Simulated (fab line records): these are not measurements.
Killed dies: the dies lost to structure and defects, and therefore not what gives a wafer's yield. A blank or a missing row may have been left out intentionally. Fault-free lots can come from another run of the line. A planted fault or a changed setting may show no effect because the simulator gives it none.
Problem report, 8D (eight disciplines) form, completed by code || flow ritCmos || the parts of the form that need people (team, actions taken, sign-off) are left out

## 1. WHAT WENT WRONG
Wafers free of any fault read 48.0 ohm/sq (standard deviation 0.69) for SILICIDE_TI_RS at RIT_SILICIDE_RS_MEAS_02, against a mean of 54.8 ohm/sq on 2 wafers of 2 lots. Relative to the usual mean, that is a shift of +9.9 standard deviations.
The step: measures by four-point-probe.
First observed at day 6 11:04: wafer L372.3, on filmMetro-01. Wafers with a number at this step in the record: 42, from 14 lots. Rule for "out", or "out of limits": more than 4 standard deviations from the usual mean. The other wafers with a number count as sound.

## 2. WHAT IT IS, AND WHAT IT ISN'T
{"question": "which readings at this step", "is": "SILICIDE_TI_RS", "is not": "-"}
{"question": "which lots", "is": "L372, L374", "is not": "L356, L357, L358, L359, L360, L361, L362, L363, L364, L369, L377, L379"}
{"question": "which wafers of those lots", "is": "L372.3, L374.3", "is not": "L372.1, L372.2, L374.2, L374.4"}
{"question": "read on which gauges", "is": "filmMetro-01, filmMetro-02", "is not": "filmMetro-03"}
{"question": "when", "is": "from day 6 11:04", "is not": "up to then (32 sound wafers); but 8 sound wafers of L374, L377, L379 came after"}

## 3. THE SUSPECTS, EACH WITH WHAT RULES IT OUT
Counting: any tool at a process step up to the reading remains a suspect provided it ran every lot that is out. Sound lots after the first of them don't rule it out here, since some wafers of a struck lot are sound.
- the gauge at RIT_SILICIDE_RS_MEAS_02: ruled out. Those wafers that are out were read across 2 gauges (filmMetro-01, filmMetro-02).
- pvdSputter-04 at RIT_SILICIDE_SPUTTER_01 (material Ti, target thk 30 nm, time 240 s): kept. Every lot that is out went through it, the first being L372 (day 6 10:55); the last sound lot it ran before that was L364 (day 4 21:22).
After counting, what remains is pvdSputter-04 at RIT_SILICIDE_SPUTTER_01.

## 4. THE CAUSE (what the simulator had put in)
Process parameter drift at RIT_SILICIDE_SPUTTER_01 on pvdSputter-04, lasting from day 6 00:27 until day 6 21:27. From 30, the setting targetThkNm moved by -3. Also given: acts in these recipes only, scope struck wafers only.
The count eliminated every tool but this one.

## 5. THE EFFECT CHAIN, in route order
Each row: a reading whose mean over the struck wafers that have a number lies more than 3 standard deviations from the usual. Only readings whose record carries a usual standard deviation are examined. hours: median over the lots of the time between each lot's start at the first step of this table that gives one and its start at this step. sigmas: the change, counted in usual standard deviations.
{"hours": 0, "step": "RIT_SILICIDE_RS_MEAS_02", "reading": "SILICIDE_TI_RS", "usual": "48.0 ohm/sq", "on struck wafers": 54.8, "change": "+6.8", "sigmas": "+9.9"}
{"hours": 0, "step": "RIT_SILICIDE_THK_MEAS_03", "reading": "SILICIDE_TI_THK", "usual": "29.3 nm", "on struck wafers": 26.2, "change": -3.1, "sigmas": -8.7}

## 6. WHAT WOULD HAVE CAUGHT IT SOONER
The first out-of-limits reading at a measuring or inspecting step in this record came at day 6 11:04, 11 hours after the fault's start at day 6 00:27.
No tool reading at RIT_SILICIDE_SPUTTER_01 that has a usual standard deviation in the record was out on any struck wafer, so an alarm limit of 4 standard deviations on those readings would not have fired.
Of the lots that are out (2), L374 began RIT_SILICIDE_SPUTTER_01 on pvdSputter-04 after day 6 11:04. Putting the tool on hold at that point would have spared it.
